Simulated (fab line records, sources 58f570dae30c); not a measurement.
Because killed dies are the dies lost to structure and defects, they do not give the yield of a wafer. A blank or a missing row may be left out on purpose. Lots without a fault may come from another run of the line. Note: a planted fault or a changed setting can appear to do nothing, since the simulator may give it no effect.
Which of the tools did it? / flow berkeley cmos170 / 21 wafers from 7 lots sampled at 3 of the route's 331 steps

== WHAT THE GAUGES READ, wafer by wafer ==
UCB170_PLDD_CD_MEAS_06: the cd target is 1200 nm.
lot=L697; measured=day 7 06:19; on=cd sem-01; cd nm (nm)=1200.3 1200.8 1201.4
lot=L703; measured=day 8 19:34; on=cd sem-01; cd nm (nm)=1176.1 1176.5 1178.4
lot=L709; measured=day 10 03:49; on=cd sem-01; cd nm (nm)=1199.8 1198.9 1198.0
lot=L710; measured=day 10 13:47; on=cd sem-02; cd nm (nm)=1202.5 1201.6 1202.5
lot=L713; measured=day 11 13:09; on=cd sem-02; cd nm (nm)=1197.2 1198.6 1197.9
lot=L716; measured=day 12 03:13; on=cd sem-01; cd nm (nm)=1201.0 1200.4 1200.2
lot=L718; measured=day 12 14:39; on=cd sem-02; cd nm (nm)=1201.2 1200.0 1198.7

== WHICH TOOL RAN EACH LOT (tool, then ch and the chambers of the sampled wafers, then the start) ==
lot=L697; UCB170_GATE_STRIP_16=plasma asher-02 ch 0,1, day 7 04:52; UCB170_PLDD_PEB_04=litho track-02 ch 0, day 7 06:02
lot=L703; UCB170_GATE_STRIP_16=plasma asher-03 ch 0,1, day 8 17:17; UCB170_PLDD_PEB_04=litho track-04 ch 0, day 8 19:18
lot=L709; UCB170_GATE_STRIP_16=plasma asher-03 ch 0,1, day 10 00:47; UCB170_PLDD_PEB_04=litho track-02 ch 0, day 10 03:33
lot=L710; UCB170_GATE_STRIP_16=plasma asher-03 ch 0,1, day 10 11:24; UCB170_PLDD_PEB_04=litho track-02 ch 0, day 10 13:00
lot=L713; UCB170_GATE_STRIP_16=plasma asher-03 ch 0,1, day 11 10:13; UCB170_PLDD_PEB_04=litho track-01 ch 0, day 11 12:00
lot=L716; UCB170_GATE_STRIP_16=plasma asher-02 ch 0, day 12 01:33; UCB170_PLDD_PEB_04=litho track-02 ch 0, day 12 02:56
lot=L718; UCB170_GATE_STRIP_16=plasma asher-04 ch 0,1, day 12 13:20; UCB170_PLDD_PEB_04=litho track-04 ch 0, day 12 14:23
- UCB170_GATE_STRIP_16: strips in O2.
- UCB170_PLDD_PEB_04

== THE ANSWER, worked out from the rows above alone ==
Rule: usual is defined by the lots themselves. The widest of any qualifying gaps counts: lots, ordered by their means at a reading, are off when they make up no more than a third of the lots, leave a main group of 4 or more, and stand apart from it by 3 or more times the standard deviation of that group's means. If all means in a main group match to the digits the tables above print for the reading, that group is not used. A lot without any number at a reading at which 4 lots or more have one is off too. The other lots that the step has rows for count as sound.
Off, at UCB170_PLDD_CD_MEAS_06 on cd nm: L703. For the main group the mean is 1200.1 nm and the standard deviation 1.4.
A tool fits if, at a process step before that reading, it ran every lot that is off, and no sound lot after the first of them. Those tools and the gauges at UCB170_PLDD_CD_MEAS_06 are tried in the same way. No candidate that was tried fits.

== WHAT WAS PUT IN BY THE SIMULATOR ==
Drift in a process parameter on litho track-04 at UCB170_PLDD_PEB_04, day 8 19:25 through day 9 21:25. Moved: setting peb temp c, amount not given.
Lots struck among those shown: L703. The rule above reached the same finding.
